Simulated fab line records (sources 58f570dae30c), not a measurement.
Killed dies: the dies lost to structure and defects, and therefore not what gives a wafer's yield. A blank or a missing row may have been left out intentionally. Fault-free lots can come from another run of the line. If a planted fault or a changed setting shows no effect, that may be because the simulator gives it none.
Which tool is to blame? / flow berkeley-cmos170 / Sampling: 15 lots, 45 wafers, 4 of 331 route steps

== WHAT THE GAUGES SHOWED, per wafer ==
UCB170_SDANNEAL_RS_MEAS_05: a four-point-probe measurement. Usual: NLDD_RS typically reads 616.5 ohm/sq, with standard deviation 1.5.
lot=L856; measured=day 9 04:56; on=film-metro-03; NLDD_RS (ohm/sq)=615.7 615.5 614.2; flag=
lot=L858; measured=day 9 19:19; on=film-metro-04; NLDD_RS (ohm/sq)=617.0 615.8 617.4; flag=
lot=L861; measured=day 10 15:00; on=film-metro-03; NLDD_RS (ohm/sq)=617.9 616.8 615.5; flag=
lot=L860; measured=day 10 15:03; on=film-metro-01; NLDD_RS (ohm/sq)=615.7 615.9 615.6; flag=
lot=L862; measured=day 10 15:30; on=film-metro-04; NLDD_RS (ohm/sq)=617.9 616.2 617.1; flag=
lot=L859; measured=day 10 15:58; on=film-metro-03; NLDD_RS (ohm/sq)=616.9 614.3 616.9; flag=
lot=L864; measured=day 11 06:02; on=film-metro-03; NLDD_RS (ohm/sq)=616.7 618.8 617.5; flag=
lot=L870; measured=day 11 17:16; on=film-metro-04; NLDD_RS (ohm/sq)=617.0 618.2 618.3; flag=
lot=L869; measured=day 11 18:28; on=film-metro-01; NLDD_RS (ohm/sq)=616.5 617.0 618.5; flag=
lot=L872; measured=day 12 03:30; on=film-metro-04; NLDD_RS (ohm/sq)=618.1 619.4 620.3; flag=
lot=L873; measured=day 12 03:46; on=film-metro-03; NLDD_RS (ohm/sq)=614.4 615.1 612.5; flag=
lot=L871; measured=day 12 03:57; on=film-metro-01; NLDD_RS (ohm/sq)=617.2 617.4 616.4; flag=
lot=L876; measured=day 12 23:51; on=film-metro-04; NLDD_RS (ohm/sq)=616.5 616.7 617.7; flag=
lot=L877; measured=day 13 09:37; on=film-metro-03; NLDD_RS (ohm/sq)=617.4 614.5 615.1; flag=
lot=L878; measured=day 13 12:52; on=film-metro-01; NLDD_RS (ohm/sq)=615.8 617.1 616.2; flag=

UCB170_V2_OVL_MEAS_13. Usual: V2_OVL typically reads -1 nm, with standard deviation 5.1.
lot=L856; measured=day 9 20:23; on=overlay-01; V2_OVL (nm)=-1 -4 3; flag=
lot=L858; measured=day 10 16:56; on=overlay-01; V2_OVL (nm)=-4 -6 -10; flag=
lot=L861; measured=day 11 09:41; on=overlay-02; V2_OVL (nm)=-6 -3 -2; flag=
lot=L860; measured=day 11 11:03; on=overlay-02; V2_OVL (nm)=-2 -6 -3; flag=
lot=L862; measured=day 11 17:51; on=overlay-02; V2_OVL (nm)=7 10 4; flag=
lot=L859; measured=day 11 17:56; on=overlay-01; V2_OVL (nm)=-2 0 0; flag=
lot=L864; measured=day 12 05:05; on=overlay-02; V2_OVL (nm)=9 0 1; flag=
lot=L870; measured=day 12 17:56; on=overlay-02; V2_OVL (nm)=-1 -1 -1; flag=
lot=L869; measured=day 12 23:58; on=overlay-01; V2_OVL (nm)=-9 -4 -1; flag=
lot=L872; measured=day 13 00:37; on=overlay-02; V2_OVL (nm)=0 -3 -2; flag=
lot=L873; measured=day 13 01:47; on=overlay-01; V2_OVL (nm)=1 -3 -1; flag=
lot=L871; measured=day 13 02:58; on=overlay-02; V2_OVL (nm)=-2 3 -4; flag=
lot=L876; measured=day 13 22:10; on=overlay-02; V2_OVL (nm)=14 14 14; flag=
lot=L877; measured=day 14 03:13; on=overlay-01; V2_OVL (nm)=-1 -2 -3; flag=
lot=L878; measured=day 14 07:26; on=overlay-02; V2_OVL (nm)=1 0 -3; flag=

UCB170_M3_BOW_MEAS_20. Usual: M3_BOW typically reads 35 um, with standard deviation 7.5.
lot=L856; measured=day 10 02:44; on=film-metro-03; M3_BOW (um)=28 26 24; flag=
lot=L858; measured=day 10 22:28; on=film-metro-03; M3_BOW (um)=49 45 24; flag=
lot=L861; measured=day 11 15:40; on=film-metro-03; M3_BOW (um)=39 42 32; flag=
lot=L860; measured=day 11 16:58; on=film-metro-03; M3_BOW (um)=31 37 30; flag=
lot=L862; measured=day 11 22:25; on=film-metro-03; M3_BOW (um)=25 40 35; flag=
lot=L859; measured=day 11 22:52; on=film-metro-01; M3_BOW (um)=37 32 30; flag=
lot=L864; measured=day 12 09:23; on=film-metro-04; M3_BOW (um)=29 33 26; flag=
lot=L870; measured=day 12 22:40; on=film-metro-01; M3_BOW (um)=37 39 27; flag=
lot=L869; measured=day 13 06:07; on=film-metro-01; M3_BOW (um)=42 54 52; flag=
lot=L872; measured=day 13 06:55; on=film-metro-01; M3_BOW (um)=44 40 46; flag=
lot=L873; measured=day 13 07:29; on=film-metro-04; M3_BOW (um)=36 48 38; flag=
lot=L871; measured=day 13 09:05; on=film-metro-04; M3_BOW (um)=39 38 41; flag=
lot=L876; measured=day 14 01:37; on=film-metro-04; M3_BOW (um)=29 36 39; flag=
lot=L877; measured=day 14 07:02; on=film-metro-04; M3_BOW (um)=28 31 41; flag=
lot=L878; measured=day 14 10:56; on=film-metro-04; M3_BOW (um)=45 17 35; flag=

== WHICH TOOL RAN EACH LOT (tool, then ch and the chambers of the sampled wafers, then the start) ==
lot=L856; UCB170_M3_DEVELOP_14=litho-track-01 ch 0, day 10 02:00
lot=L858; UCB170_M3_DEVELOP_14=litho-track-01 ch 0, day 10 21:00
lot=L861; UCB170_M3_DEVELOP_14=litho-track-03 ch 0, day 11 14:00
lot=L860; UCB170_M3_DEVELOP_14=litho-track-03 ch 0, day 11 16:00
lot=L862; UCB170_M3_DEVELOP_14=litho-track-01, day 11 21:00
lot=L859; UCB170_M3_DEVELOP_14=litho-track-03, day 11 22:00
lot=L864; UCB170_M3_DEVELOP_14=litho-track-03, day 12 08:00
lot=L870; UCB170_M3_DEVELOP_14=litho-track-03 ch 0, day 12 21:00
lot=L869; UCB170_M3_DEVELOP_14=litho-track-04 ch 0, day 13 05:00
lot=L872; UCB170_M3_DEVELOP_14=litho-track-01 ch 0, day 13 06:00
lot=L873; UCB170_M3_DEVELOP_14=litho-track-01 ch 0, day 13 06:00
lot=L871; UCB170_M3_DEVELOP_14=litho-track-01 ch 0, day 13 08:00
lot=L876; UCB170_M3_DEVELOP_14=litho-track-03 ch 0, day 14 00:00
lot=L877; UCB170_M3_DEVELOP_14=litho-track-03 ch 0, day 14 05:00
lot=L878; UCB170_M3_DEVELOP_14=litho-track-03 ch 0, day 14 09:00
- UCB170_M3_DEVELOP_14: develop time 45 s.

== WHAT THE TOOLS THEMSELVES READ (means of the sampled wafers that have a number; where no wafer has one, the mark that the record gives instead) ==
UCB170_M3_DEVELOP_14. Usual: chill-plate-temp-C 23.02 C, standard deviation 0.11.
lot=L856; tool=litho-track-01; chill-plate-temp-C (C)=23.12; flag=
lot=L858; tool=litho-track-01; chill-plate-temp-C (C)=23.01; flag=
lot=L861; tool=litho-track-03; chill-plate-temp-C (C)=23.08; flag=
lot=L860; tool=litho-track-03; chill-plate-temp-C (C)=22.92; flag=
lot=L862; tool=litho-track-01; chill-plate-temp-C (C)=-; flag=OFF
lot=L859; tool=litho-track-03; chill-plate-temp-C (C)=-; flag=OFF
lot=L864; tool=litho-track-03; chill-plate-temp-C (C)=-; flag=OFF
lot=L870; tool=litho-track-03; chill-plate-temp-C (C)=23.10; flag=
lot=L869; tool=litho-track-04; chill-plate-temp-C (C)=23.01; flag=
lot=L872; tool=litho-track-01; chill-plate-temp-C (C)=23.09; flag=
lot=L873; tool=litho-track-01; chill-plate-temp-C (C)=23.01; flag=
lot=L871; tool=litho-track-01; chill-plate-temp-C (C)=22.98; flag=
lot=L876; tool=litho-track-03; chill-plate-temp-C (C)=23.20; flag=
lot=L877; tool=litho-track-03; chill-plate-temp-C (C)=23.01; flag=
lot=L878; tool=litho-track-03; chill-plate-temp-C (C)=23.24; flag=

== THE ANSWER, worked out from the rows above alone ==
Rule: lot off if the mean of its wafers having a number is beyond 3 standard deviations from the usual mean. Also off: a lot with no number at a reading for which 4 or more lots have one. The other lots that the step has rows for count as sound. The gauges are gone through in route order, then the tools' own readings, and for those a lot's mean is taken as printed above. The first step at which some lot is off is used, and at that step the reading that is off furthest; a lot without a number counts as furthest.
Off: L862, L859, L864, at UCB170_M3_DEVELOP_14 (chill-plate-temp-C). Without a number there: L862, L859, L864.
If a tool, at that step or one of the process steps before it, ran each lot that is off and ran no sound lot following the first of them, it fits. Of those tried, none fits.

== WHAT THE SIMULATOR PUT IN ==
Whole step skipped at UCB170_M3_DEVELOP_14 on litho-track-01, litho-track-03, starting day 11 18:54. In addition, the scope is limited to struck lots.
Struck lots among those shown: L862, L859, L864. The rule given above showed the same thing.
